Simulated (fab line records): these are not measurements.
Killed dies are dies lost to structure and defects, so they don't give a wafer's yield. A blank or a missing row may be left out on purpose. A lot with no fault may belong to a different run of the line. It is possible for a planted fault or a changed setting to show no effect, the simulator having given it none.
Which of the tools did it? | flow berkeley cmos170 | 42 wafers from 14 lots sampled at 5 of the route's 331 steps

## WHAT EACH GAUGE READ, for each wafer
UCB170_START_BOW_MEAS_00.
lot  | measured    | on            | INCOMING_BOW (um)
L985 | day 1 15:00 | film metro-02 | 3 0 1
L987 | day 2 01:04 | film metro-02 | 1 -16 9
L988 | day 2 06:01 | film metro-02 | -12 -2 -10
L990 | day 2 16:00 | film metro-02 | 2 10 -5
L991 | day 2 21:00 | film metro-03 | -10 -1 5
L992 | day 3 02:01 | film metro-04 | 7 1 2
L993 | day 3 07:01 | film metro-04 | 4 1 0
L994 | day 3 12:02 | film metro-04 | -12 6 -7
L996 | day 3 22:01 | film metro-02 | -4 0 5
L999 | day 4 13:00 | film metro-04 | 8 -10 -7
L102 | day 5 04:00 | film metro-03 | -10 -2 -3
L104 | day 5 14:00 | film metro-03 | 10 9 -4
L105 | day 5 19:00 | film metro-03 | -12 -3 -2
L107 | day 6 05:01 | film metro-02 | 0 0 -17

UCB170_START_THK_MEAS_03.
lot  | measured    | on            | START_OXIDE_THK (nm)
L985 | day 1 20:37 | film metro-02 | 19.59 19.51 19.60
L987 | day 2 08:58 | film metro-03 | 19.24 19.16 19.29
L988 | day 2 08:56 | film metro-04 | 19.82 19.72 19.49
L990 | day 3 00:05 | film metro-02 | 19.41 20.07 19.93
L991 | day 3 00:05 | film metro-03 | 19.88 19.42 19.83
L992 | day 3 07:10 | film metro-03 | 19.50 19.54 19.96
L993 | day 3 13:02 | film metro-04 | 19.35 19.84 19.83
L994 | day 3 17:02 | film metro-02 | 20.36 20.15 20.55
L996 | day 4 02:40 | film metro-04 | 20.14 20.02 20.18
L999 | day 4 18:34 | film metro-03 | 19.67 19.70 19.56
L102 | day 5 09:53 | film metro-04 | 19.75 19.71 20.11
L104 | day 5 16:49 | film metro-03 | 20.31 19.92 20.41
L105 | day 6 00:56 | film metro-04 | 19.42 19.62 19.39
L107 | day 6 09:21 | film metro-04 | 19.74 20.02 20.25

UCB170_PWELL_THK_MEAS_03.
lot  | measured    | on            | PWELL_OXIDE_THK (nm)
L985 | day 3 04:16 | film metro-01 | 27.0 26.2 26.9
L987 | day 3 17:34 | film metro-01 | 26.0 25.9 26.1
L988 | day 3 21:04 | film metro-01 | 26.7 26.8 27.2
L990 | day 4 05:26 | film metro-02 | 27.2 27.2 27.1
L991 | day 4 05:26 | film metro-01 | 27.1 27.5 27.0
L992 | day 4 17:04 | film metro-01 | 26.2 26.6 26.3
L993 | day 5 00:34 | film metro-03 | 26.5 26.3 26.6
L994 | day 5 00:35 | film metro-02 | 26.8 26.7 27.3
L996 | day 5 11:12 | film metro-03 | 26.3 26.5 26.5
L999 | day 5 21:53 | film metro-01 | 25.9 25.8 26.1
L102 | day 7 09:46 | film metro-03 | 27.3 27.5 27.4
L104 | day 6 23:19 | film metro-02 | 26.9 26.9 26.6
L105 | day 7 09:50 | film metro-03 | 26.9 27.4 27.3
L107 | day 7 17:21 | film metro-02 | 26.6 26.1 26.0

UCB170_WELLDRIVE_THK_MEAS_02.
lot  | measured    | on            | WELLDRIVE_OXIDE_THK (nm)
L985 | day 3 21:24 | film metro-04 | 209 204 203
L987 | day 4 14:43 | film metro-04 | 209 208 207
L988 | day 4 14:46 | film metro-01 | 210 207 211
L990 | day 5 07:04 | film metro-04 | 207 207 204
L991 | day 5 07:04 | film metro-03 | 198 196 203
L992 | day 5 16:02 | film metro-03 | 199 201 199
L993 | day 6 03:55 | film metro-04 | 200 201 201
L994 | day 6 03:56 | film metro-01 | 205 206 205
L996 | day 6 09:48 | film metro-03 | 209 209 209
L999 | day 6 20:23 | film metro-01 | 201 204 201
L102 | day 8 08:34 | film metro-01 | 178 175 180
L104 | day 7 19:53 | film metro-04 | 201 198 201
L105 | day 8 08:34 | film metro-04 | 184 182 182
L107 | day 8 15:11 | film metro-01 | 207 207 205

## WHAT TOOL EACH LOT RAN ON (gives the tool, then ch and the chambers of the sampled wafers, and finally the start)
lot  | UCB170_WELLDRIVE_OXIDATION_01
L985 | furnace-02 ch 0, day 3 17:50
L987 | furnace-02 ch 0, day 4 11:11
L988 | furnace-02 ch 0, day 4 11:11
L990 | furnace-02 ch 0, day 5 03:34
L991 | furnace-02 ch 0, day 5 03:34
L992 | furnace-04 ch 0, day 5 12:31
L993 | furnace-01 ch 0, day 6 00:25
L994 | furnace-01 ch 0, day 6 00:25
L996 | furnace-04 ch 0, day 6 06:17
L999 | furnace-04 ch 0, day 6 16:53
L102 | furnace-01 ch 0, day 8 05:04
L104 | furnace-01 ch 0, day 7 16:23
L105 | furnace-01 ch 0, day 8 05:04
L107 | furnace-04 ch 0, day 8 11:38
- UCB170_WELLDRIVE_OXIDATION_01: target thk 199 nm, ox time 9311 s.

## WHAT THE TOOLS THEMSELVES READ (means of the sampled wafers that have a number; where no wafer has one, the mark that the record gives instead)
UCB170_WELLDRIVE_OXIDATION_01.
lot  | tool       | spike tc centre C (C) | spike tc load C (C) | spike tc source C (C)
L985 | furnace-02 | 1102.8                | 1127.3              | 1126
L987 | furnace-02 | 1102.9                | 1127.4              | 1126
L988 | furnace-02 | 1102.7                | 1127.9              | 1126
L990 | furnace-02 | 1103.4                | 1128.4              | 1126
L991 | furnace-02 | 1104.0                | 1126.9              | 1126
L992 | furnace-04 | 1101.6                | 1124.7              | 1131
L993 | furnace-01 | 1100.8                | 1125.7              | 1133
L994 | furnace-01 | 1101.6                | 1126.6              | 1133
L996 | furnace-04 | 1101.0                | 1126.2              | 1131
L999 | furnace-04 | 1100.5                | 1125.8              | 1130
L102 | furnace-01 | 1087.3                | 1109.7              | 1117
L104 | furnace-01 | 1102.0                | 1126.4              | 1133
L105 | furnace-01 | 1084.4                | 1110.4              | 1118
L107 | furnace-04 | 1100.7                | 1125.7              | 1132

## THE ANSWER, worked out from the rows above alone
Rule: usual is defined by the lots themselves. The widest of any qualifying gaps counts: lots, ordered by their means at a reading, are off when they make up no more than a third of the lots, leave a main group of 4 or more, and stand apart from it by 3 or more times the standard deviation of that group's means. A main group whose means are all the same, to the digits that the tables above print for the reading, isn't used. Also off: a lot with no number at a reading for which 4 or more lots have one. Where the step has rows for the other lots, those lots are counted as sound. The gauges are gone through in route order, then the tools' own readings, and for those a lot's mean is taken as printed above. The first step at which some lot is off is used, and at that step the reading that is off furthest; a lot without a number counts as furthest.
Off: L102, L105, at UCB170_WELLDRIVE_THK_MEAS_02 (WELLDRIVE_OXIDE_THK). Mean 204 nm and standard deviation 3.6 in the main group.
A tool fits if, at a process step before that reading, it ran every lot that is off, and no sound lot after the first of them. Not tried: the gauges at UCB170_WELLDRIVE_THK_MEAS_02; whatever is off there is also off at UCB170_WELLDRIVE_OXIDATION_01, on other tools, and gauge error can't account for it. One fits: furnace-01 at UCB170_WELLDRIVE_OXIDATION_01. Its last sound lot is L104 (day 7 16:23), its first lot that is off L102 (day 8 05:04): a fault that began between those two fits.
The tool's own readings at UCB170_WELLDRIVE_OXIDATION_01 bear it out: on the lots that are off they differ by more than 5 times the standard deviation of the sound lots' means. spike tc centre C reads 1085.8 C there against 1102.0 C on the sound lots; spike tc load C reads 1110.1 C there against 1126.6 C on the sound lots.

## WHAT HAD BEEN PUT IN BY THE SIMULATOR
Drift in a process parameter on furnace-01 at UCB170_WELLDRIVE_OXIDATION_01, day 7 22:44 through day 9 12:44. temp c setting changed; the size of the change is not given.
Shown lots that were struck: L102, L105. The rule given above showed the same thing.
